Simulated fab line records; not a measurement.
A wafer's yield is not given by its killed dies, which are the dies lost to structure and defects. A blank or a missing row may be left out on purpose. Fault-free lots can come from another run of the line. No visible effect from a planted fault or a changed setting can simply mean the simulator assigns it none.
8D (eight disciplines) problem report, filled in by code || flow ritCmos || the parts of the form that need people (team, actions taken, sign-off) are left out

## 1. PROBLEM STATEMENT
GATE_POLY_THK at RIT_GATE_THK_MEAS_09 reads a mean of 373.2 nm on 3 wafers of 1 lot; wafers without a fault read 249.4 nm with a standard deviation of 2.6. Relative to the usual mean, that is a shift of +48 standard deviations.
Seen first at day 4 17:05 on filmMetro-02, wafer L592.1. The record has a number at this step for 39 wafers belonging to 13 lots. Rule for "out", or "out of limits": more than 4 standard deviations from the usual mean. The rest of the wafers with a number are treated as sound.

## 2. WHAT IT IS; WHAT IT IS NOT
{"question": "which readings at this step", "is": "GATE_POLY_THK", "is not": "-"}
{"question": "which lots", "is": "L592", "is not": "L582, L583, L584, L585, L586, L587, L588, L590, L602, L603, L604, L605"}
{"question": "which wafers of those lots", "is": "all that have a number", "is not": "-"}
{"question": "read on which gauges", "is": "filmMetro-02", "is not": "filmMetro-01, filmMetro-03"}
{"question": "when", "is": "from day 4 17:05", "is not": "up to then (24 sound wafers); but 12 sound wafers of L602, L603, L604, L605 came after"}

## 3. THE SUSPECTS, EACH WITH WHAT RULES IT OUT
Counting: a tool stays on the suspect list if, at a process step up to the reading, it processed all lots that are out and no sound lot following the first of them.
- the gauge at RIT_GATE_THK_MEAS_09: ruled out. All the wafers that are out were read on filmMetro-02, but those of them that RIT_GATE_ETCH_19 has rows for are out there too, on other tools.
- lpcvd-01 at RIT_GATE_CVD_08 (deposits poly-Si from SiH4, target thk 250 nm, time 2220 s): ruled out as a lasting fault. After its first lot that is out, L592 (day 4 15:28), sound lots L605 ran on it.
Left after counting: nothing in the record.

## 4. THE CAUSE (what the simulator had put in)
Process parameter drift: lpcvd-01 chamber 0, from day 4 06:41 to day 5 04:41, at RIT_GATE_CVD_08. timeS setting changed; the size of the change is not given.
It was ruled out by counting, in error; the rule expects a fault to strike all lots run on its tool from its start on, and this fault did not.

## 5. SEQUENCE OF EFFECTS, ordered by route
One row per reading whose mean, taken over the struck wafers that have a number, lies over 3 standard deviations from the usual. Readings are gone through only where the record gives a usual standard deviation; hours: the median, over the lots, of the time from a lot's start at the first step in this table giving one to that lot's start at this step; sigmas: the change measured in usual standard deviations.
{"hours": 0, "step": "RIT_GATE_THK_MEAS_09", "reading": "GATE_POLY_THK", "usual": "249.4 nm", "on struck wafers": 373.2, "change": "+123.8", "sigmas": "+48"}
{"hours": 1, "step": "RIT_GATE_ETCH_19", "reading": "oesProductAu", "usual": "0.859 a.u.", "on struck wafers": 0.984, "change": "+0.125", "sigmas": "+8.9"}
{"hours": 22, "step": "RIT_M1_PROBE_99", "reading": "killedAtFrontEnd", "usual": 7, "on struck wafers": 264, "change": "+257", "sigmas": "+80"}
{"hours": 22, "step": "RIT_M1_PROBE_99", "reading": "killedDies", "usual": 7, "on struck wafers": 264, "change": "+257", "sigmas": "+80"}
{"hours": 22, "step": "RIT_M1_PROBE_99", "reading": "killedOnRim", "usual": 1.9, "on struck wafers": 70.0, "change": "+68.1", "sigmas": "+49"}
Its process steps:
- RIT_GATE_ETCH_19: etches poly-Si in SF6/CHF3/O2, stops on SiO2, time 165 s, target depth 312.5 nm.
- RIT_M1_PROBE_99

## 6. WHAT WOULD HAVE CAUGHT IT SOONER
The first out-of-limits reading at a measuring or inspecting step in this record came at day 4 17:05, 10 hours after the fault's start at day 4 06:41.
